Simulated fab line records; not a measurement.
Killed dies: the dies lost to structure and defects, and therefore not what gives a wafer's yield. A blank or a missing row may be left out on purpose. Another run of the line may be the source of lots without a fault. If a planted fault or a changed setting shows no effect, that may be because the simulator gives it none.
Which tool is to blame? + flow berkeley-cmos170 + Sampling: 14 lots, 42 wafers, 5 of 331 route steps

## WHAT EACH GAUGE READ, for each wafer
UCB170_SCREENOX_THK_MEAS_02. Usual: SCREENOX_OXIDE_THK gives 14.45 nm (standard deviation 0.21).
| lot  | measured     | on            | SCREENOX_OXIDE_THK (nm) | flag |
|------|--------------|---------------|-------------------------|------|
| L104 | day 5 17:48  | film-metro-03 | 13.93 14.01 14.03       |      |
| L105 | day 6 05:24  | film-metro-03 | 14.26 14.43 14.28       |      |
| L106 | day 6 05:25  | film-metro-04 | 14.79 14.84 14.83       |      |
| L108 | day 7 04:28  | film-metro-03 | 14.84 14.55 14.52       |      |
| L109 | day 7 04:29  | film-metro-02 | 14.52 14.26 14.22       |      |
| L111 | day 7 11:53  | film-metro-02 | 14.39 14.33 14.39       |      |
| L114 | day 7 11:57  | film-metro-04 | 14.26 14.25 14.32       |      |
| L116 | day 8 10:08  | film-metro-04 | 14.46 14.58 14.57       |      |
| L115 | day 8 10:09  | film-metro-03 | 14.56 14.50 14.24       |      |
| L120 | day 8 10:09  | film-metro-02 | 14.82 14.80 14.77       |      |
| L122 | day 9 08:41  | film-metro-03 | 14.76 14.51 14.40       |      |
| L123 | day 9 08:41  | film-metro-04 | 14.43 14.60 14.59       |      |
| L126 | day 9 22:22  | film-metro-03 | 14.41 14.28 14.28       |      |
| L127 | day 10 05:55 | film-metro-03 | 14.39 14.25 14.14       |      |

UCB170_NLDD_CD_MEAS_06: the cd target is 1200 nm. Usual: 1200.0 nm for cd-nm, sd 1.5.
| lot  | measured     | on        | cd-nm (nm)           | flag |
|------|--------------|-----------|----------------------|------|
| L104 | day 6 21:59  | cd-sem-02 | 1200.3 1201.6 1200.8 |      |
| L105 | day 7 07:05  | cd-sem-01 | 1198.6 1197.0 1198.2 |      |
| L106 | day 7 06:22  | cd-sem-02 | 1197.7 1200.3 1199.3 |      |
| L108 | day 8 02:19  | cd-sem-02 | 1200.6 1200.4 1200.0 |      |
| L109 | day 8 02:10  | cd-sem-01 | 1199.6 1199.3 1199.6 |      |
| L111 | day 8 13:53  | cd-sem-02 | 1201.9 1200.4 1201.9 |      |
| L114 | day 8 13:10  | cd-sem-01 | 1201.4 1200.1 1201.0 |      |
| L116 | day 9 17:59  | cd-sem-01 | 1199.9 1201.4 1200.0 |      |
| L115 | day 9 17:38  | cd-sem-01 | 1202.2 1200.7 1199.8 |      |
| L120 | day 9 15:03  | cd-sem-01 | 1198.8 1199.4 1198.9 |      |
| L122 | day 10 14:49 | cd-sem-02 | 1202.4 1203.1 1203.1 |      |
| L123 | day 10 15:07 | cd-sem-02 | 1198.9 1197.0 1198.9 |      |
| L126 | day 11 04:31 | cd-sem-02 | 1201.4 1201.9 1202.1 |      |
| L127 | day 11 10:49 | cd-sem-02 | 1199.5 1199.4 1198.1 |      |

UCB170_NSD_CD_MEAS_06: the cd target is 1200 nm. Usual: 1199.9 nm for cd-nm, sd 1.2.
| lot  | measured     | on        | cd-nm (nm)           | flag |
|------|--------------|-----------|----------------------|------|
| L104 | day 7 07:11  | cd-sem-01 | 1201.1 1199.7 1199.8 |      |
| L105 | day 7 16:13  | cd-sem-01 | 1197.8 1198.2 1197.9 |      |
| L106 | day 7 16:08  | cd-sem-02 | 1199.7 1198.8 1199.2 |      |
| L108 | day 8 12:27  | cd-sem-02 | 1202.1 1200.9 1201.2 |      |
| L109 | day 8 12:05  | cd-sem-01 | 1200.0 1199.1 1199.1 |      |
| L111 | day 8 23:14  | cd-sem-02 | 1199.1 1200.3 1199.2 |      |
| L114 | day 8 22:43  | cd-sem-01 | 1199.9 1199.3 1200.0 |      |
| L116 | day 10 02:29 | cd-sem-02 | 1198.7 1200.1 1199.7 |      |
| L115 | day 10 02:59 | cd-sem-02 | 1200.0 1199.1 1199.6 |      |
| L120 | day 10 02:23 | cd-sem-01 | 1199.9 1200.0 1200.2 |      |
| L122 | day 11 01:58 | cd-sem-02 | 1200.9 1200.0 1200.5 |      |
| L123 | day 11 02:10 | cd-sem-02 | 1201.3 1201.6 1203.0 |      |
| L126 | day 11 16:03 | cd-sem-02 | 1200.4 1198.8 1198.6 |      |
| L127 | day 11 22:51 | cd-sem-02 | 1199.7 1201.1 1201.2 |      |

## WHICH TOOL RAN EACH LOT (tool, then ch and the chambers of the sampled wafers, then the start)
| lot  | UCB170_NLDD_COAT_01               | UCB170_NLDD_STRIP_10                 |
|------|-----------------------------------|--------------------------------------|
| L104 | litho-track-04 ch 0, day 6 20:56  | plasma-asher-01 ch 0,1, day 6 22:27  |
| L105 | litho-track-04 ch 0, day 7 05:47  | plasma-asher-01 ch 0, day 7 07:31    |
| L106 | litho-track-03 ch 0, day 7 05:22  | plasma-asher-01 ch 0,1, day 7 06:49  |
| L108 | litho-track-04 ch 0, day 8 01:37  | plasma-asher-03 ch 0,1, day 8 02:46  |
| L109 | litho-track-04 ch 0, day 8 01:11  | plasma-asher-01 ch 0,1, day 8 02:36  |
| L111 | litho-track-03 ch 0, day 8 13:03  | plasma-asher-01 ch 0,1, day 8 14:20  |
| L114 | litho-track-01 ch 0, day 8 12:13  | plasma-asher-03 ch 0, day 8 13:37    |
| L116 | litho-track-04 ch 0, day 9 16:34  | plasma-asher-03 ch 0, day 9 18:27    |
| L115 | litho-track-04 ch 0, day 9 16:10  | plasma-asher-02 ch 0,1, day 9 18:05  |
| L120 | litho-track-04 ch 0, day 9 13:32  | plasma-asher-03 ch 0,1, day 9 15:30  |
| L122 | litho-track-04 ch 0, day 10 14:02 | plasma-asher-03 ch 0,1, day 10 15:17 |
| L123 | litho-track-03 ch 0, day 10 14:18 | plasma-asher-02 ch 0,1, day 10 15:35 |
| L126 | litho-track-01 ch 0, day 11 03:07 | plasma-asher-01 ch 0,1, day 11 04:58 |
| L127 | litho-track-01 ch 0, day 11 09:46 | plasma-asher-01 ch 0,1, day 11 11:17 |
- UCB170_NLDD_COAT_01: resist thk 900 nm.
- UCB170_NLDD_STRIP_10: strips in O2.

## AS READ BY THE TOOLS THEMSELVES (means over the sampled wafers that have a number; for cases with no such wafer, the mark the record gives instead)
UCB170_NLDD_STRIP_10. Usual: drypump-motor-current-A 5.9 A, standard deviation 0.45; oes-product-au 0.735 a.u., standard deviation 0.0047; strip-time-to-endpoint-s 21.64 s, standard deviation 0.06.
| lot  | tool            | drypump-motor-current-A (A) | oes-product-au (a.u.) | strip-time-to-endpoint-s (s) | flag |
|------|-----------------|-----------------------------|-----------------------|------------------------------|------|
| L104 | plasma-asher-01 | 5.7                         | 0.732                 | 21.63                        |      |
| L105 | plasma-asher-01 | 5.6                         | 0.734                 | 21.70                        |      |
| L106 | plasma-asher-01 | 5.8                         | 0.733                 | 21.54                        |      |
| L108 | plasma-asher-03 | 6.4                         | 0.736                 | 21.70                        |      |
| L109 | plasma-asher-01 | 5.8                         | 0.739                 | 21.67                        |      |
| L111 | plasma-asher-01 | 5.7                         | 0.731                 | 21.64                        |      |
| L114 | plasma-asher-03 | 6.6                         | 0.733                 | 21.62                        |      |
| L116 | plasma-asher-03 | 6.6                         | 0.732                 | 20.52                        | OFF  |
| L115 | plasma-asher-02 | 5.4                         | 0.737                 | 21.62                        |      |
| L120 | plasma-asher-03 | 6.4                         | 0.736                 | 21.64                        |      |
| L122 | plasma-asher-03 | 6.4                         | 0.734                 | 20.58                        | OFF  |
| L123 | plasma-asher-02 | 5.4                         | 0.737                 | 21.68                        |      |
| L126 | plasma-asher-01 | 5.6                         | 0.733                 | 21.65                        |      |
| L127 | plasma-asher-01 | 5.7                         | 0.740                 | 21.60                        |      |

## THE ANSWER, worked out from the rows above alone
Rule: take the mean of a lot's wafers that have a number; if it is more than 3 standard deviations from the usual mean, the lot is off. Also off: a lot with no number at a reading for which 4 or more lots have one. All remaining lots with rows at the step are treated as sound. The gauges are gone through in route order, then the tools' own readings, and for those a lot's mean is taken as printed above. The first step at which some lot is off is used, and at that step the reading that is off furthest; a lot without a number counts as furthest.
Off at UCB170_NLDD_STRIP_10 (strip-time-to-endpoint-s): L116, L122.
If a tool, at that step or one of the process steps before it, ran each lot that is off and ran no sound lot following the first of them, it fits. 2 tools fit, litho-track-04 at UCB170_NLDD_COAT_01 and plasma-asher-03 at UCB170_NLDD_STRIP_10, so this cannot tell which one it is.

## WHAT WAS PUT IN BY THE SIMULATOR
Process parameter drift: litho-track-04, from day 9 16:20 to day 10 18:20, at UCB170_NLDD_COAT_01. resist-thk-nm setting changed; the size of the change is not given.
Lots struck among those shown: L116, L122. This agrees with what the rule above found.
